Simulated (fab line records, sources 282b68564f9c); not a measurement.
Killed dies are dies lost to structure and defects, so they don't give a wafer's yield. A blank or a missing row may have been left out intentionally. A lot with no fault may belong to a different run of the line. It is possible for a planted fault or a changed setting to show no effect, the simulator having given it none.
fab line records ; flow ritCmos
record lots=6; wafers=16; lastDay=7
route steps=202 shown GATE@83 M1@202
lots untouched by any fault: they come from a run of this same line in which no faults occurred
startH: start of the lot's first displayed wafer, in hours after the record's first day ; waitH: hours since the lot's step before ; " identical to the entry in the row above ; L1.1+2: a row that stands for several wafers ; - no value, or no start given ; * or withheld: withheld ; < > ~ a bound
route shown NAME@n: NAME is a module with steps in the file, n the number in the route of the first one ; usual: the fault-free wafers' mean and standard deviation ; same: alike in all rows ; chamber/n: place in a boat ; sites: the reading at each site ; _std_site: the values' standard deviation ; _edge_site: outer sites' mean less inner sites' ; radiusMm: how far each site lies from the wafer's centre ; mask NAME#n: copy n ; behind: the tool/chamber that last shaped the wafer ; hold: why the lot was held/for how many hours/how that ended ; device: the n, p or np transistor that did not switch ; end of line: tests of these same wafers at the route's end ; step lacking rows: just its recipe ; killed: at the first sort, the dies lost to defects and structure; wafer yield is something else ; map: a wafer's dies, x killed, . not, _ none there
set.NAME: the setting the step ran with; set.NAME@STEP: the setting that earlier step ran with ; model.NAME: the simulator's own value behind a step, which no gauge read
lots at selected steps of the route; one table per step, one row per wafer
services: the hour from which a tool's chamber was out of use, counted from the record's first day as startH (under 0 if before that day), plus the number of hours and why
## steps
# step RIT_GATE_THK_MEAS_07
# recipe reads=SiO2_of_GATE_OXIDATION_05
# usual GATE_OXIDE_THK=3.02/0.052
lot.wafer;tool;chamber;startH;waitH;GATE_OXIDE_THK[nm]
L386.2;filmMetro-01;-;45.81;0.0;2.95
L386.3;filmMetro-01;-;45.81;0.0;2.90
L386.6;filmMetro-01;-;45.81;0.0;3.06
L387.2;filmMetro-04;-;57.29;0.0;2.99
L387.4;filmMetro-04;-;57.29;0.0;3.03
L387.5;filmMetro-04;-;57.29;0.0;2.98
L399.5;filmMetro-01;-;113.57;0.0;3.15
L401.1;filmMetro-03;-;124.13;0.0;3.02
L401.2;filmMetro-03;-;124.13;0.0;3.07
L401.5;filmMetro-03;-;124.13;0.0;3.11
L402.4;filmMetro-04;-;129.16;0.0;3.06
L402.5;filmMetro-04;-;129.16;0.0;2.95
L402.6;filmMetro-04;-;129.16;0.0;3.03
L404.2;filmMetro-03;-;138.52;0.0;3.08
L404.4;filmMetro-03;-;138.52;0.0;3.12
L404.6;filmMetro-03;-;138.52;0.0;3.09
# step RIT_GATE_CVD_08
# recipe material=poly-Si; targetThkNm=250; tempC=610; precursor=SiH4; timeS=2220; pressureMtorr=300; sih4FlowSccm=97.59
# step RIT_GATE_THK_MEAS_09
# recipe reads=poly-Si_of_GATE_CVD_08
# usual GATE_POLY_THK=243.8/2.2
lot.wafer;tool;chamber;startH;waitH;GATE_POLY_THK[nm]
L386.2;filmMetro-03;-;47.49;0.0;245.2
L386.3;filmMetro-03;-;47.49;0.0;243.5
L386.6;filmMetro-03;-;47.49;0.0;245.3
L387.2;filmMetro-01;-;58.97;0.0;242.6
L387.4;filmMetro-01;-;58.97;0.0;240.6
L387.5;filmMetro-01;-;58.97;0.0;243.0
L399.5;filmMetro-03;-;115.25;0.0;243.9
L401.1;filmMetro-04;-;125.80;0.0;242.2
L401.2;filmMetro-04;-;125.80;0.0;243.5
L401.5;filmMetro-04;-;125.80;0.0;244.6
L402.4;filmMetro-04;-;131.66;0.0;244.0
L402.5;filmMetro-04;-;131.66;0.0;244.4
L402.6;filmMetro-04;-;131.66;0.0;244.4
L404.2;filmMetro-04;-;140.20;0.0;246.3
L404.4;filmMetro-04;-;140.20;0.0;242.4
L404.6;filmMetro-04;-;140.20;0.0;244.3
# step RIT_GATE_HMDS_10
# recipe primeTimeS=60; primeTempC=140
# step RIT_GATE_COAT_11
# recipe resist=NOVOLAK; spinRpm=4250; resistThkNm=850
# step RIT_GATE_SOFTBAKE_12
# recipe resist=NOVOLAK; tempC=90; timeS=60
# step RIT_GATE_EXPOSE_13
# recipe maskId=M6; na=0.6; sourceShape=conventional; sigmaOuter=0.6; targetCdNm=150; doseMj=380
# step RIT_GATE_PEB_14
# recipe resist=NOVOLAK; tempC=withheld; timeS=withheld
# step RIT_GATE_DEVELOP_15
# recipe resist=NOVOLAK; developTimeS=50; devTempC=23
# step RIT_GATE_CD_MEAS_16
# recipe targetCdNm=150
# usual cdNm=150.3/3
lot.wafer;tool;chamber;startH;waitH;cdNm
L386.2;cdSem-02;-;48.53;-;154.1
L386.3;cdSem-02;-;48.53;-;155.1
L386.6;cdSem-02;-;48.53;-;154.7
L387.2;cdSem-02;-;60.06;-;151.2
L387.4;cdSem-02;-;60.06;-;152.2
L387.5;cdSem-02;-;60.06;-;152.8
L399.5;cdSem-02;-;116.32;-;150.3
L401.1;cdSem-01;-;126.71;-;146.8
L401.2;cdSem-01;-;126.71;-;147.6
L401.5;cdSem-01;-;126.71;-;147.3
L402.4;cdSem-01;-;132.73;-;153.9
L402.5;cdSem-01;-;132.73;-;151.9
L402.6;cdSem-01;-;132.73;-;152.5
L404.2;cdSem-02;-;141.24;-;153.2
L404.4;cdSem-02;-;141.24;-;153.1
L404.6;cdSem-02;-;141.24;-;153.1
# step RIT_GATE_OVL_MEAS_17
# usual GATE_OVL=0.3/1.6
lot.wafer;tool;chamber;startH;waitH;GATE_OVL[nm]
L386.2;overlay-01;-;53.36;4.8;-1.0
L386.3;overlay-01;-;53.36;4.8;0.4
L386.6;overlay-01;-;53.36;4.8;1.9
L387.2;overlay-01;-;60.16;0.1;1.8
L387.4;overlay-01;-;60.16;0.1;3.9
L387.5;overlay-01;-;60.16;0.1;2.7
L399.5;overlay-01;-;116.39;0.0;-0.3
L401.1;overlay-02;-;126.83;0.1;0.8
L401.2;overlay-02;-;126.83;0.1;0.8
L401.5;overlay-02;-;126.83;0.1;-0.8
L402.4;overlay-02;-;132.81;0.1;0.4
L402.5;overlay-02;-;132.81;0.1;1.6
L402.6;overlay-02;-;132.81;0.1;0.1
L404.2;overlay-01;-;141.35;0.1;0.0
L404.4;overlay-01;-;141.35;0.1;-0.6
L404.6;overlay-01;-;141.35;0.1;-0.5
# step RIT_GATE_HARDBAKE_18
# recipe resist=NOVOLAK; tempC=140; timeS=60
# step RIT_GATE_ETCH_19
# recipe chemistry=SF6/CHF3/O2; timeS=165; SF6_flow_sccm=30; CHF3_flow_sccm=30; O2_flow_sccm=5; target=poly-Si; pressureMtorr=40; rfW=160; targetDepthA=3125; overEtchFrac=0.25; stopOn=SiO2
# usual CHF3_flow_sccm=29.99/0.094; drypumpMotorCurrentA=5.8/0.37; oesProductAu=0.838/0.014; overEtchFrac=0.25/0; throttleValvePct=10.24/0.15
# same timeS=165
lot.wafer;tool;chamber;startH;waitH;CHF3_flow_sccm;drypumpMotorCurrentA;oesProductAu;overEtchFrac;rfHoursCounterH;throttleValvePct;model.NOVOLAK_of_GATE_COAT_11.thkNm
L386.2;rieSi-02;3;53.54;0.1;29.76;5.3;0.851;0.25;90;10.23;671.4
L386.3;rieSi-02;2;53.54;0.1;30.07;5.6;0.846;0.25;25;10.35;673.1
L386.6;rieSi-02;0;53.54;0.1;29.99;5.9;0.855;0.25;-;10.39;676.7
L387.2;rieSi-01;1;60.34;0.1;30.03;6.3;0.827;0.25;61;10.18;667.3
L387.4;rieSi-01;3;60.34;0.1;29.82;5.5;0.815;0.25;144;10.08;669.3
L387.5;rieSi-01;1;60.34;0.1;30.06;6.3;0.817;0.25;-;10.16;666.9
L399.5;rieSi-01;2;116.61;0.1;29.89;6.4;0.805;0.31888;-;10.16;665.3
L401.1;rieSi-01;1;127.02;0.1;29.94;6.3;0.809;0.25;62;10.17;671
L401.2;rieSi-01;2;127.02;0.1;30.04;6.4;0.811;0.31888;1;10.17;669
L401.5;rieSi-01;2;127.02;0.1;30.03;6.4;0.818;0.31888;-;10.15;668.9
L402.4;rieSi-02;2;132.97;0.1;29.97;5.6;0.859;0.25;26;10.37;670.6
L402.5;rieSi-02;1;132.97;0.1;30.07;5.6;0.823;0.25;-;10.03;670.9
L402.6;rieSi-02;0;132.97;0.1;29.94;5.8;0.856;0.25;-;10.38;675.2
L404.2;rieSi-02;1;141.53;0.1;29.89;5.6;0.828;0.25;87;10.02;669
L404.4;rieSi-02;2;141.53;0.1;29.96;5.6;0.843;0.25;26;10.37;670.2
L404.6;rieSi-02;0;141.53;0.1;30.11;5.8;0.845;0.25;-;10.37;676.4
# step RIT_GATE_STRIP_20
# recipe chemistry=O2; timeS=180; resist=NOVOLAK; platenTempC=withheld; powerW=500; pressureMtorr=4000; o2FlowSccm=4000
# usual drypumpMotorCurrentA=5.6/0.36
# same timeS=180
lot.wafer;tool;chamber;startH;waitH;drypumpMotorCurrentA;rfHoursCounterH
L386.2;plasmaAsher-02;0;53.64;0.1;5.5;41
L386.3;plasmaAsher-02;1;53.64;0.1;5.8;-
L386.6;plasmaAsher-02;1;53.64;0.1;5.8;-
L387.2;plasmaAsher-03;1;60.45;0.1;5.2;40
L387.4;plasmaAsher-03;1;60.45;0.1;5.2;-
L387.5;plasmaAsher-03;0;60.45;0.1;5.6;-
L399.5;plasmaAsher-01;1;116.78;0.1;5.5;-
L401.1;plasmaAsher-01;0;127.13;0.1;6.2;49
L401.2;plasmaAsher-01;1;127.13;0.1;5.5;49
L401.5;plasmaAsher-01;1;127.13;0.1;5.5;-
L402.4;plasmaAsher-01;1;133.14;0.1;5.5;-
L402.5;plasmaAsher-01;0;133.14;0.1;6.2;-
L402.6;plasmaAsher-01;1;133.14;0.1;5.5;-
L404.2;plasmaAsher-03;1;141.64;0.1;5.2;2
L404.4;plasmaAsher-03;1;141.64;0.1;5.2;-
L404.6;plasmaAsher-03;0;141.64;0.1;5.5;-
# step RIT_M1_PROBE_99
# usual killed_at_M0_to_M3=0.0/0.083; killedAtFrontEnd=7/3; killedDies=7/3.1; killedOpen=3.4/2.1; killedShort=3.4/2
# same grossDies=264; killed_at_M4_up=0; killedAtBackSide=0; killedAtContacts=0; killedAtOther=0
lot.wafer;tool;chamber;startH;waitH;killed_at_M0_to_M3;killedAtFrontEnd;killedDies;killedOpen;killedShort
L386.2;prober-01;-;73.58;0.1;1;6;7;6;1
L386.3;prober-01;-;73.63;0.2;0;8;8;4;4
L386.6;prober-01;-;73.78;0.2;0;6;6;6;0
L387.2;prober-02;-;81.67;0.1;0;5;5;0;3
L387.4;prober-02;-;81.77;0.2;0;11;11;6;4
L387.5;prober-02;-;81.82;0.2;0;5;5;2;3
L401.1;prober-02;-;148.30;0.1;0;10;10;3;7
L401.2;prober-02;-;148.35;0.1;0;2;2;1;1
L401.5;prober-02;-;148.50;0.2;0;6;6;5;1
L402.4;prober-01;-;153.15;0.2;0;11;11;5;6
L402.5;prober-01;-;153.20;0.2;0;6;6;2;4
L402.6;prober-01;-;153.25;0.2;0;7;7;5;2
L404.2;prober-01;-;163.04;0.1;0;5;5;3;2
L404.4;prober-01;-;163.14;0.2;0;3;3;0;3
L404.6;prober-01;-;163.24;0.2;0;7;7;2;5
# killed by level:class
L386.2 GATE:geometricParticle:open=3 REOX:geometricParticle:open=2 FOX1:geometricParticle:open=1 M1:geometricParticle:short=1
L386.3 FOX2:geometricParticle:short=2 GATE:geometricParticle:open=2 ACTIVE:geometricParticle:short=1 FOX1:geometricParticle:open=1 GATE:geometricParticle:short=1 SPACER:geometricParticle:open=1
L386.6 FOX1:geometricParticle:open=2 GATE:geometricParticle:open=2 SPACER:geometricParticle:open=2
L387.2 NWELL:coatMicrobubblePrinted=2 FOX2:geometricParticle:short=1 GATE:geometricParticle:short=1 SPACER:geometricParticle:short=1
L387.4 GATE:geometricParticle:open=3 FOX1:geometricParticle:short=1 FOX1:geometricParticle:open=1 GATE:geometricParticle:short=1 REOX:geometricParticle:open=1 REOX:geometricParticle:short=1 SPACER:geometricParticle:open=1 SPACER:geometricParticle:short=1
L387.5 SILICIDE:geometricParticle:open=2 REOX:geometricParticle:short=1 SPACER:geometricParticle:short=1 SILICIDE:geometricParticle:short=1
L401.1 REOX:geometricParticle:short=3 GATE:geometricParticle:open=2 SILICIDE:geometricParticle:short=2 FOX1:geometricParticle:short=1 SPACER:geometricParticle:short=1 SILICIDE:geometricParticle:open=1
L401.2 SILICIDE:geometricParticle:open=1 SILICIDE:geometricParticle:short=1
L401.5 FOX2:geometricParticle:open=2 GATE:geometricParticle:open=2 FOX1:geometricParticle:open=1 FOX2:geometricParticle:short=1
L402.4 GATE:geometricParticle:short=4 GATE:geometricParticle:open=4 FOX1:geometricParticle:short=1 REOX:geometricParticle:open=1 SILICIDE:geometricParticle:short=1
L402.5 SILICIDE:geometricParticle:short=3 GATE:geometricParticle:open=2 GATE:geometricParticle:short=1
L402.6 GATE:geometricParticle:open=4 GATE:geometricParticle:short=2 SILICIDE:geometricParticle:open=1
L404.2 FOX2:geometricParticle:short=1 GATE:geometricParticle:short=1 GATE:geometricParticle:open=1 REOX:geometricParticle:open=1 SPACER:geometricParticle:open=1
L404.4 FOX2:geometricParticle:short=1 GATE:geometricParticle:short=1 SPACER:geometricParticle:short=1
L404.6 FOX1:geometricParticle:open=1 FOX2:geometricParticle:short=1 GATE:geometricParticle:open=1 GATE:geometricParticle:short=1 REOX:geometricParticle:short=1 SPACER:geometricParticle:short=1 SILICIDE:geometricParticle:short=1
## services
tool;chamber;startH;hours;kind
rieSi-02;0;29.70;3.4;repair
rieSi-01;1;77.24;2.1;repair
rieSi-02;3;96.25;3.9;repair
rieSi-01;0;104.45;7.1;repair
plasmaAsher-03;-;108.75;9.0;pm
plasmaAsher-03;0;108.75;9.0;ventCycle
plasmaAsher-03;1;108.75;9.0;ventCycle
plasmaAsher-03;0;117.75;-;clean
plasmaAsher-03;1;117.75;-;clean
plasmaAsher-02;-;128.20;0.5;repair
plasmaAsher-03;-;138.30;0.8;repair
## key
firstSign step=RIT_GATE_ETCH_19; reading=overEtchFrac; direction=up; sigmas=99+; usual=0.25; struck=0.31888
effect none on later readings
modelEffect step=RIT_GATE_ETCH_19; value=NOVOLAK_of_GATE_COAT_11.thkNm; without=672.2; struck=667.7
metAt RIT_GATE_ETCH_19
struckWafers L399.5,L401.2,L401.5
rowsEnd L399.5
testerLeftOut L401
fault kind=processParameterDrift; tool=rieSi-01; chamber=2; onsetH=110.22; steps=RIT_GATE_ETCH_19; channel=overEtchFrac; offset=0.06888; shape=step; endH=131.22; stated=0.25
# testerLeftOut: of these lots the tester's yield and bins aren't shown, on N5 and GAA mostly nor the transistor test; their killed dies are dies lost to structure and defects alone, not to doping, threshold or leakage, so they don't give the yield
# rowsEnd: these wafers met a further fault down the route, and their rows from its step on are left out
